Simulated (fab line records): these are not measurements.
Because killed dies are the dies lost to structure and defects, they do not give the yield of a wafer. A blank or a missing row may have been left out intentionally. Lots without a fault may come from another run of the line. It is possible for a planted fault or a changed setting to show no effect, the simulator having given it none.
fab line records ; flow berkeley_cmos170
[record] lots = 14; wafers = 42; last_day = 12
route steps=331 shown NWELL@26 GATE@143 M1@246 M3@326
lots that met no fault: from a run of the same line without faults
start_h: start of the lot's first displayed wafer, in hours after the record's first day ; wait_h: hours since the lot's step before ; " identical to the entry in the row above ; L1.1+2: one row covering several wafers at once ; - value missing, or start not given ; * or withheld: withheld ; < > ~ a bound
route shown NAME@n: a module of which the file shows steps, and the number in the route of the first ; usual: mean/standard deviation taken from wafers without a fault ; same: alike in all rows ; chamber/n: place in a boat ; sites: each site's reading ; _std_site: standard deviation of those values ; _edge_site: inner sites' mean taken away from outer sites' mean ; radius_mm: for every site, how far away it sits from the centre of the wafer ; mask NAME#n: copy n ; behind: the last tool/chamber to shape the wafer ; hold: what put the lot on hold/how long, in hours/how the hold closed ; device: which transistor (n, p or np) failed to switch ; end of line: tests run on the same wafers once the route is complete ; a step given without rows: its recipe and nothing more ; killed: at the first sort, the dies lost to defects and structure; wafer yield is something else ; map: a wafer's dies, x killed, . not, _ none there
set.NAME: setting as actually run; set.NAME@STEP: the setting as run at that earlier step ; model.NAME: the simulator's own value behind a step, which no gauge read
a sample of lots followed through the steps of the route, with each step as a table and each wafer as a row
services: from which hour (start_h, from the record's first day; less than 0 if before it) a tool's chamber was out of use, for how many hours, and why
[[steps]]
[step UCB170_NWELL_OVL_MEAS_12]
[usual] NWELL_OVL = 0/5.9
lot.wafer;tool;chamber;start_h;wait_h;NWELL_OVL[nm]
L907.2;overlay-01;-;43.55;-;4
L907.3;overlay-01;-;43.55;-;-4
L907.6;overlay-01;-;43.55;-;-2
L908.4;overlay-02;-;52.90;-;7
L908.5;overlay-02;-;52.90;-;0
L908.6;overlay-02;-;52.90;-;7
L909.3;overlay-02;-;63.33;-;-5
L909.5;overlay-02;-;63.33;-;4
L909.6;overlay-02;-;63.33;-;4
L910.1;overlay-02;-;63.59;-;8
L910.2;overlay-02;-;63.59;-;0
L910.5;overlay-02;-;63.59;-;0
L911.1;overlay-01;-;63.70;-;-9
L911.2;overlay-01;-;63.70;-;-1
L911.3;overlay-01;-;63.70;-;-1
L917.3;overlay-01;-;88.76;-;1
L917.5;overlay-01;-;88.76;-;0
L917.6;overlay-01;-;88.76;-;-2
L918.1;overlay-02;-;92.91;-;-3
L918.2;overlay-02;-;92.91;-;-1
L918.3;overlay-02;-;92.91;-;-5
L920.3;overlay-01;-;105.09;-;0
L920.4;overlay-01;-;105.09;-;-3
L920.6;overlay-01;-;105.09;-;-3
L922.3;overlay-02;-;116.81;-;-11
L922.5;overlay-02;-;116.81;-;-9
L922.6;overlay-02;-;116.81;-;-8
L923.2;overlay-01;-;123.90;-;2
L923.3;overlay-01;-;123.90;-;-5
L923.5;overlay-01;-;123.90;-;1
L924.1;overlay-01;-;124.11;-;-14
L924.3;overlay-01;-;124.11;-;-6
L924.6;overlay-01;-;124.11;-;1
L925.4;overlay-01;-;131.45;-;6
L925.5;overlay-01;-;131.45;-;-6
L925.6;overlay-01;-;131.45;-;1
L927.1;overlay-02;-;144.98;-;2
L927.5;overlay-02;-;144.98;-;2
L927.6;overlay-02;-;144.98;-;2
L928.1;overlay-01;-;148.81;-;-5
L928.2;overlay-01;-;148.81;-;1
L928.4;overlay-01;-;148.81;-;8
[step UCB170_GATE_CD_MEAS_90]
[recipe] target_cd_nm = 350
[usual] cd_nm = 349.8/1.4
lot.wafer;tool;chamber;start_h;wait_h;cd_nm
L908.4;cd_sem-02;-;142.78;0.1;348.1
L908.5;cd_sem-02;-;142.78;0.1;348.8
L908.6;cd_sem-02;-;142.78;0.1;347.7
L907.2;cd_sem-02;-;142.98;0.1;349.9
L907.3;cd_sem-02;-;142.98;0.1;349.1
L907.6;cd_sem-02;-;142.98;0.1;348.3
L910.1;cd_sem-01;-;150.04;0.1;347.7
L910.2;cd_sem-01;-;150.04;0.1;347.0
L910.5;cd_sem-01;-;150.04;0.1;349.3
L909.3;cd_sem-02;-;150.20;0.1;348.8
L909.5;cd_sem-02;-;150.20;0.1;350.8
L909.6;cd_sem-02;-;150.20;0.1;348.5
L911.1;cd_sem-02;-;156.91;0.1;351.2
L911.2;cd_sem-02;-;156.91;0.1;351.1
L911.3;cd_sem-02;-;156.91;0.1;347.9
L917.3;cd_sem-01;-;185.65;0.1;350.8
L917.5;cd_sem-01;-;185.65;0.1;350.9
L917.6;cd_sem-01;-;185.65;0.1;350.4
L918.1;cd_sem-02;-;185.82;0.1;350.3
L918.2;cd_sem-02;-;185.82;0.1;349.2
L918.3;cd_sem-02;-;185.82;0.1;349.1
L920.3;cd_sem-02;-;205.41;0.1;349.9
L920.4;cd_sem-02;-;205.41;0.1;350.7
L920.6;cd_sem-02;-;205.41;0.1;350.7
L922.3;cd_sem-01;-;213.51;0.1;349.9
L922.5;cd_sem-01;-;213.51;0.1;349.8
L922.6;cd_sem-01;-;213.51;0.1;349.0
L923.2;cd_sem-02;-;213.70;0.1;349.8
L923.3;cd_sem-02;-;213.70;0.1;348.8
L923.5;cd_sem-02;-;213.70;0.1;349.8
L924.1;cd_sem-02;-;213.94;0.1;347.3
L924.3;cd_sem-02;-;213.94;0.1;348.7
L924.6;cd_sem-02;-;213.94;0.1;348.9
L925.4;cd_sem-01;-;231.12;0.1;347.4
L925.5;cd_sem-01;-;231.12;0.1;348.1
L925.6;cd_sem-01;-;231.12;0.1;347.8
L927.1;cd_sem-01;-;241.31;0.1;348.7
L927.5;cd_sem-01;-;241.31;0.1;348.8
L927.6;cd_sem-01;-;241.31;0.1;350.0
L928.1;cd_sem-02;-;246.00;0.1;351.6
L928.2;cd_sem-02;-;246.00;0.1;349.5
L928.4;cd_sem-02;-;246.00;0.1;350.7
[step UCB170_M1_DEVELOP_08]
[recipe] developer = TMAH; develop_time_s = 45; resist = KrF; dev_temp_c = 21
[usual] chill_plate_temp_C = 23.02/0.11; develop_time_s = 45/0; resist_line_temp_C = 22.98/0.097
lot.wafer;tool;chamber;start_h;wait_h;chill_plate_temp_C;develop_time_s;resist_line_temp_C
L908.4;litho_track-01;0;168;-;23.14;45;22.84
L908.5;litho_track-01;0;168;-;23.08;45;22.89
L908.6;litho_track-01;0;168;-;23.04;45;23.03
L907.2;litho_track-02;0;168;-;23.03;45;23.03
L907.3;litho_track-02;0;168;-;23.01;45;23.05
L907.6;litho_track-02;0;168;-;22.97;45;23.15
L909.3;litho_track-03;0;173;-;22.93;45;23.02
L909.5;litho_track-03;0;173;-;23.04;45;23.00
L909.6;litho_track-03;0;173;-;23.09;45;23.05
L910.1;litho_track-01;0;174;-;22.81;45;22.96
L910.2;litho_track-01;0;174;-;22.99;45;22.93
L910.5;litho_track-01;0;174;-;22.89;45;22.92
L911.1;litho_track-03;0;180;-;23.03;45;22.91
L911.2;litho_track-03;0;180;-;22.95;45;22.87
L911.3;litho_track-03;0;180;-;23.03;45;22.88
L917.3;litho_track-01;-;211;-;-;-;-
L917.5;litho_track-01;-;211;-;-;-;-
L917.6;litho_track-01;-;211;-;-;-;-
L918.1;litho_track-01;-;213;-;-;-;-
L918.2;litho_track-01;-;213;-;-;-;-
L918.3;litho_track-01;-;213;-;-;-;-
L920.3;litho_track-01;0;232;-;22.96;45;22.92
L920.4;litho_track-01;0;232;-;23.01;45;23.10
L920.6;litho_track-01;0;232;-;23.11;45;23.06
L923.2;litho_track-03;0;237;-;23.11;45;22.96
L923.3;litho_track-03;0;237;-;23.15;45;22.99
L923.5;litho_track-03;0;237;-;22.95;45;22.84
L924.1;litho_track-03;0;240;-;22.87;45;23.07
L924.3;litho_track-03;0;240;-;22.93;45;22.88
L924.6;litho_track-03;0;240;-;22.74;45;22.97
L922.3;litho_track-02;0;240;-;23.09;45;22.80
L922.5;litho_track-02;0;240;-;23.07;45;22.95
L922.6;litho_track-02;0;240;-;23.13;45;23.00
L925.4;litho_track-02;0;254;-;22.85;45;23.20
L925.5;litho_track-02;0;254;-;23.21;45;22.95
L925.6;litho_track-02;0;254;-;22.97;45;23.09
L927.1;litho_track-03;0;262;-;22.94;45;22.81
L927.5;litho_track-03;0;263;-;22.96;45;22.74
L927.6;litho_track-03;0;263;-;23.13;45;22.99
L928.1;litho_track-03;0;270;-;22.92;45;23.02
L928.2;litho_track-03;0;270;-;23.03;45;22.95
L928.4;litho_track-03;0;270;-;23.06;45;23.00
[step UCB170_M3_ETCH_17]
[recipe] chemistry = N2/H2; target_depth_a = withheld; overetch_a = withheld; target = BARC; time_s = withheld; source_w = 500; bias_w = 100; pressure_mtorr = 30; n2_flow_sccm = 100; h2_flow_sccm = 200
[usual] drypump_motor_current_A = 5.5/0.45; oes_product_au = 0.995/0.022; rf_fwd_power_W = 494.3/2.4; throttle_valve_pct = 13.33/0.14
lot.wafer;tool;chamber;start_h;wait_h;drypump_motor_current_A;oes_product_au;rf_fwd_power_W;throttle_valve_pct
L908.4;rie_diel-03;2;181.78;0.0;5.2;0.980;495.7;13.13
L908.5;rie_diel-03;3;181.78;0.0;5.1;0.993;494.4;13.67
L908.6;rie_diel-03;0;181.78;0.0;6.0;1.046;495.2;13.45
L907.2;rie_diel-04;1;182.61;0.0;6.2;0.987;496.3;13.25
L907.3;rie_diel-04;0;182.61;0.0;4.9;0.996;493.1;13.36
L907.6;rie_diel-04;1;182.61;0.0;6.2;0.985;497.0;13.24
L909.3;rie_diel-04;3;190.42;0.0;5.6;1.004;492.8;13.46
L909.5;rie_diel-04;0;190.42;0.0;4.9;1.003;491.9;13.36
L909.6;rie_diel-04;1;190.42;0.0;6.1;0.988;496.6;13.24
L910.1;rie_diel-01;2;191.60;0.0;4.9;0.995;492.7;13.32
L910.2;rie_diel-01;0;191.60;0.0;5.8;1.016;494.1;13.40
L910.5;rie_diel-01;2;191.60;0.0;4.9;0.999;493.9;13.30
L911.1;rie_diel-01;3;198.21;0.0;5.0;0.955;498.5;13.24
L911.2;rie_diel-01;0;198.21;0.0;5.8;1.020;492.9;13.40
L911.3;rie_diel-01;2;198.21;0.0;4.9;1.001;490.1;13.29
L920.3;rie_diel-03;2;248.00;0.0;5.2;0.985;495.1;13.13
L920.4;rie_diel-03;1;248.00;0.0;5.7;0.983;497.2;13.16
L920.6;rie_diel-03;1;248.00;0.0;5.7;0.970;495.9;13.13
L923.2;rie_diel-04;1;254.67;0.0;6.1;0.984;494.7;13.25
L923.3;rie_diel-04;2;254.67;0.0;5.8;0.974;495.2;13.28
L923.5;rie_diel-04;2;254.67;0.0;5.7;0.968;496.5;13.28
L924.1;rie_diel-04;0;256.74;0.0;4.9;0.995;489.3;13.35
L924.3;rie_diel-04;2;256.74;0.0;5.7;0.972;494.5;13.28
L924.6;rie_diel-04;3;256.74;0.0;5.6;0.993;492.7;13.45
L922.3;rie_diel-03;3;256.86;0.0;5.1;0.997;496.1;13.66
L922.5;rie_diel-03;2;256.86;0.0;5.2;0.999;492.0;13.14
L922.6;rie_diel-03;3;256.86;0.0;5.1;0.994;495.6;13.66
L925.4;rie_diel-03;3;270.34;0.0;5.1;1.004;494.7;13.66
L925.5;rie_diel-03;0;270.34;0.0;6.1;1.051;494.1;13.45
L925.6;rie_diel-03;2;270.34;0.0;5.2;0.988;492.8;13.14
L927.1;rie_diel-04;1;278.95;0.0;6.2;0.993;493.8;13.26
L927.5;rie_diel-04;3;278.95;0.0;5.6;1.008;491.8;13.46
L927.6;rie_diel-04;0;278.95;0.0;4.9;1.005;489.7;13.37
L928.1;rie_diel-01;0;288.57;0.0;5.8;0.989;497.3;13.43
L928.2;rie_diel-01;2;288.57;0.0;4.9;0.983;490.4;13.31
L928.4;rie_diel-01;3;288.57;0.0;5.0;0.953;492.5;13.22
[[services]]
tool;chamber;start_h;hours;kind
rie_diel-03;1;157.57;11.7;repair
rie_diel-03;3;182.14;9.6;repair
rie_diel-01;1;190.45;4.4;repair
rie_diel-04;-;191.56;15.6;pm
rie_diel-01;1;194.82;-;clean
rie_diel-01;1;194.82;28.9;scheduled_down
rie_diel-01;1;194.82;28.9;vent_cycle
rie_diel-01;0;206.49;8.7;repair
rie_diel-04;3;224.69;3.4;repair
rie_diel-03;1;258.04;14.2;repair
rie_diel-01;0;259.51;-;clean
rie_diel-01;0;259.51;22.9;scheduled_down
rie_diel-01;0;259.51;22.9;vent_cycle
rie_diel-01;1;262.59;11.5;repair
rie_diel-03;-;265.86;2.8;pm
[[key]]
[first_sign] step = UCB170_M1_DEVELOP_08; reading = tool_record; direction = missing
effect none on later readings
met_at UCB170_M1_DEVELOP_08
struck_lots L917,L918
later_rows_left_out L917.3,L917.5,L917.6,L918.1,L918.2,L918.3
sort_left_out L917.3,L917.5,L917.6,L918.1,L918.2,L918.3
not_acting_at UCB170_NWELL_OVL_MEAS_12,UCB170_GATE_CD_MEAS_90,UCB170_M3_ETCH_17
onset_between 174 211
[fault] kind = skipped_step_whole; tool = litho_track-01; chamber = -; onset_h = 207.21; steps = UCB170_M1_DEVELOP_08; scope = struck_lots_only
// sort_left_out: the simulated sort isn't trusted on such a fault, so these wafers' sort isn't shown, and their yield isn't known
// later_rows_left_out: the simulator's readings of these wafers behind a module that went badly wrong aren't trusted and aren't shown, but for the sort
